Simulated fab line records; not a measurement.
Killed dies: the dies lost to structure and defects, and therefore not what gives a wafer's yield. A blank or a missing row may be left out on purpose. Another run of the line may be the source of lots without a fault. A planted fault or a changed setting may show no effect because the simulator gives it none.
Split-lot experiment | flow ritCmos | on a route of 202 steps: 5 lots, 23 wafers read

## ABOUT THE SPLIT
At RIT_NSD_COAT_01 (resist thk 1000 nm), the setting resistThkNm was moved away from the recipe's 1000 nm on 9 of the 23 wafers read, by -3.4% to +5.9%. This setting was run at the recipe's value on the other wafers.

## FROM THE SPLIT TO THE READING: what the file shows between them, 3 steps
- RIT_NSD_SOFTBAKE_02: time 60 s
- RIT_NSD_EXPOSE_03: exposes mask M9, target cd 40700 nm
- RIT_NSD_DEVELOP_05: develop time 50 s

## THE READING
NOVOLAK_of_NSD_COAT_01.thkNm (the simulator's own value, which no gauge read), in nm, at RIT_NSD_HARDBAKE_07 (time 60 s). There is no usual value for it anywhere in the file. Across the 14 wafers here that went through the recipe, the average is 881.9 nm and the standard deviation 1.7 nm.

wafer  | tool, chamber at the split | resistThkNm as run, nm | against the recipe | NOVOLAK_of_NSD_COAT_01.thkNm, nm | against lot-mates on the recipe
L074.2 | lithoTrack-01, 0           | 1000                   | recipe             | 879.1                            | -
L074.3 | lithoTrack-01, 0           | 1016                   | +1.6%              | 895.5                            | +15.1
L074.4 | lithoTrack-01, 0           | 1016                   | +1.6%              | 896.8                            | +16.4
L074.5 | lithoTrack-01, 0           | 1000                   | recipe             | 882.1                            | -
L074.6 | lithoTrack-01, 0           | 1000                   | recipe             | 880                              | -
L078.2 | lithoTrack-01, 0           | 1000                   | recipe             | 883.6                            | -
L078.3 | lithoTrack-01, 0           | 1059                   | +5.9%              | 934.1                            | +51.5
L078.4 | lithoTrack-01, 0           | 1059                   | +5.9%              | 932.7                            | +50.1
L078.5 | lithoTrack-01, 0           | 1000                   | recipe             | 881                              | -
L078.6 | lithoTrack-01, 0           | 1000                   | recipe             | 883.2                            | -
L081.1 | lithoTrack-01, 0           | 1000                   | recipe             | 883.1                            | -
L081.2 | lithoTrack-01, 0           | 1000                   | recipe             | 880.2                            | -
L081.3 | lithoTrack-01, 0           | 1000                   | recipe             | 881                              | -
L081.4 | lithoTrack-01, 0           | 971.9                  | -2.8%              | 857.9                            | -23.5
L081.5 | lithoTrack-01, 0           | 971.9                  | -2.8%              | 856                              | -25.4
L083.1 | lithoTrack-04, 0           | 1000                   | recipe             | 881.2                            | -
L083.3 | lithoTrack-04, 0           | 1000                   | recipe             | 882.6                            | -
L083.4 | lithoTrack-04, 0           | 1000                   | recipe             | 880.7                            | -
L085.1 | lithoTrack-01, 0           | 1000                   | recipe             | 883.7                            | -
L085.2 | lithoTrack-01, 0           | 966.3                  | -3.4%              | 855.6                            | -29.1
L085.4 | lithoTrack-01, 0           | 966.3                  | -3.4%              | 856.9                            | -27.8
L085.5 | lithoTrack-01, 0           | 966.3                  | -3.4%              | 854.7                            | -30.0
L085.6 | lithoTrack-01, 0           | 1000                   | recipe             | 885.6                            | -

THE FIT
A straight line over all 23 wafers: NOVOLAK_of_NSD_COAT_01.thkNm changes by +8.49 nm for each +1% of resistThkNm; r = +1.00; the points scatter about the line by 1.8 nm.
The same after taking each lot's own level away (the mean of its wafers on the recipe; 23 wafers): +8.67 nm for each +1%; r = +1.00; scatter 1.2 nm.
Per that fit: largest resistThkNm move, reading shift of 51 nm.
The lots' own levels span 880.40 to 884.65 nm, that is 2.5 times the standard deviation above.
So the lot-to-lot level changes the slope little: the two slopes agree.
Check: with one of the wafers moved furthest among these (+5.9%) left out of the fit, the line predicts +51.2 nm for it against its lot-mates. Against them it came out at +51.5 nm.

## THE WHOLE CHAIN: every reading that the file lists as answering this split, in the file's order
step                | what it does       | reading                                                                       | change (the file's fit)              | r (the file's)
RIT_NSD_COAT_01     | resist thk 1000 nm | NOVOLAK_of_NSD_COAT_01.thkNm (the simulator's own value, which no gauge read) | +9.91 nm for each +1% of the setting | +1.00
RIT_NSD_HARDBAKE_07 | time 60 s          | NOVOLAK_of_NSD_COAT_01.thkNm (the simulator's own value, which no gauge read) | +8.67 nm for each +1% of the setting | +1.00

## FILE'S OWN FIT
NOVOLAK_of_NSD_COAT_01.thkNm changes by +8.67 nm for each +1% of resistThkNm, r = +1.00.
